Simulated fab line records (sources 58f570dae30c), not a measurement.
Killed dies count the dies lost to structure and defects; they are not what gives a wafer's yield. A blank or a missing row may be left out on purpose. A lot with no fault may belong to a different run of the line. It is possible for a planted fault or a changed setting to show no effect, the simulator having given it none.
Which tool was responsible? ; flow berkeleyCmos170 ; Sampling: 6 lots, 18 wafers, 3 of 331 route steps

## WHAT EACH GAUGE READ, for each wafer
UCB170_M3_CD_MEAS_90 targets a cd of 700 nm.
lot;measured;on;cdNm (nm)
L389;day 7 18:51;cdSem-01;699.1 702.0 699.4
L392;day 8 12:36;cdSem-02;694.1 698.2 691.4
L394;day 9 11:41;cdSem-01;694.5 700.3 696.6
L403;day 10 18:34;cdSem-02;703.1 698.6 701.4
L406;day 11 20:29;cdSem-02;697.4 701.3 698.6
L409;day 12 16:56;cdSem-01;703.0 700.3 703.3

## EACH LOT AND THE TOOL THAT RAN IT (in order: tool; ch and the chambers of the sampled wafers; start)
lot;UCB170_M3_METAL_ETCH_18;UCB170_M3_STRIP_19
L389;rieMetal-01 ch 0,1, day 7 18:34;plasmaAsher-04 ch 0,1, day 7 18:45
L392;rieMetal-01 ch 0,1, day 8 12:16;plasmaAsher-01 ch 0,1, day 8 12:26
L394;rieMetal-01 ch 0,1, day 9 11:23;plasmaAsher-01 ch 0,1, day 9 11:34
L403;rieMetal-03 ch 0,1, day 10 18:14;plasmaAsher-01 ch 0,1, day 10 18:25
L406;rieMetal-02 ch 0,1, day 11 20:13;plasmaAsher-01 ch 0,1, day 11 20:23
L409;rieMetal-03 ch 0,1, day 12 16:38;plasmaAsher-04 ch 0,1, day 12 16:50
- UCB170_M3_METAL_ETCH_18: etches Al in Cl2/BCl3, stops on SiO2, target depth 1170 nm, time 195 s.
- UCB170_M3_STRIP_19: strips in O2.

## THE ANSWER, worked out from the rows above alone
Rule: the usual values come from the lots themselves. Put in order of their means at a reading, lots are off if they are a third of the lots or fewer, leave a main group of 4 or more, and stand apart from it by a gap of 3 or more times the standard deviation of the main group's means; of several such gaps the widest counts. The tables above print the reading to a certain number of digits; a main group whose means all agree to those digits is not used. Also off: a lot with no number at a reading for which 4 or more lots have one. The other lots that the step has rows for count as sound.
None of the lots is off at any reading shown; this tells nothing.

## WHAT THE SIMULATOR PUT IN
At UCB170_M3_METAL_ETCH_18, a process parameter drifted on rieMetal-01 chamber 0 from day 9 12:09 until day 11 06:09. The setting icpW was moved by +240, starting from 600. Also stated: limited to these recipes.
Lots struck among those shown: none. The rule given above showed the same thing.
